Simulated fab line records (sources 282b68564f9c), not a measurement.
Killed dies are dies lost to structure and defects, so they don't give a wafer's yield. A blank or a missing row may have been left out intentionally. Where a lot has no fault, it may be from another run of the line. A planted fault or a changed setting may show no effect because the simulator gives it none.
Struck lot and sound lot, side by side    flow rit_cmos    19 steps out of a route of 202
Sound: wafers L193.3, L193.5, L193.6. Struck: wafers L196.1, L196.3, L196.6. The cause is given at the end.
At each step with rows: each side's tool, then ch and its chambers, then its first start. Under that, the readings that differ: sound wafers    struck wafers    difference of the means    sigmas: that difference in standard deviations of wafers without a fault.
alike: a reading whose means differ by less than 2 such deviations, as well as words and numbers matching on both sides. not compared: withheld readings; readings where some wafer has no value; bounds like >300 that might hide an equal value; numbers whose values overlap and for which the record gives no deviation.
A row with sigmas, a row that says differs or no value, or rows on one side alone: a step with any of these is where the two part. Numbers that have no deviation but don't overlap get no sigmas and don't part them. A reading that every wafer of one side lacks parts them only if that side has two wafers or more.

first, 6 steps without rows for these wafers: RIT_NRETRO_HMDS_00 (prime time 60 s); RIT_NRETRO_COAT_01 (resist thk 1300 nm); RIT_NRETRO_SOFTBAKE_02 (time 60 s); RIT_NRETRO_EXPOSE_03 (exposes mask M4, target cd 43900 nm); RIT_NRETRO_PEB_04; RIT_NRETRO_DEVELOP_05 (develop time 68 s).
RIT_NRETRO_OVL_MEAS_06:
  sound on overlay-02, day 4 05:53; struck on overlay-02, day 4 19:17
  alike: NRETRO_OVL
then, 2 steps without rows for these wafers: RIT_NRETRO_HARDBAKE_07 (time 120 s); RIT_NRETRO_IMPLANT_08.
RIT_NRETRO_STRIP_09: strips in O2, time 180 s.
  sound on plasma_asher-02 ch 0,1, day 4 06:22; struck on plasma_asher-03 ch 1, day 4 19:43
  alike: drypump_motor_current_A
  not compared: rf_hours_counter_h
RIT_NRETRO_TW_MEAS_10:
  sound on film_metro-02, day 4 06:31; struck on film_metro-03, day 4 19:54
  alike: NRETRO_TW
then, 1 step without rows for these wafers: RIT_PRETRO_HMDS_00 (prime time 60 s).
RIT_PRETRO_COAT_01: resist thk 1300 nm.
  sound on litho_track-02 ch 0, day 4 06:45; struck on litho_track-02, day 4 20:07
  no value came back on the struck wafers for chill_plate_temp_C (C), dispense_pressure_kPa (kPa); on the sound wafers chill_plate_temp_C (C) reads 22.90 22.86 22.87
then, 4 steps without rows for these wafers: RIT_PRETRO_SOFTBAKE_02 (time 60 s); RIT_PRETRO_EXPOSE_03 (exposes mask M5, target cd 43700 nm); RIT_PRETRO_PEB_04; RIT_PRETRO_DEVELOP_05 (develop time 68 s).
RIT_PRETRO_OVL_MEAS_06:
  sound on overlay-02, day 4 07:26; struck on overlay-02, day 4 20:50
reading          sound         struck  difference                     sigmas
PRETRO_OVL (nm)  -0.3 0.3 2.7  - - -   no value on the struck wafers  
then, 1 step without rows for these wafers: RIT_PRETRO_HARDBAKE_07 (time 120 s).

## WHERE THEY PART
At RIT_PRETRO_COAT_01 first; at RIT_PRETRO_OVL_MEAS_06 last (within this record only).

WHY: what the simulator had put in
Whole step skipped at RIT_PRETRO_COAT_01 on litho_track-02, starting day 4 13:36. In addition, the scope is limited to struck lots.
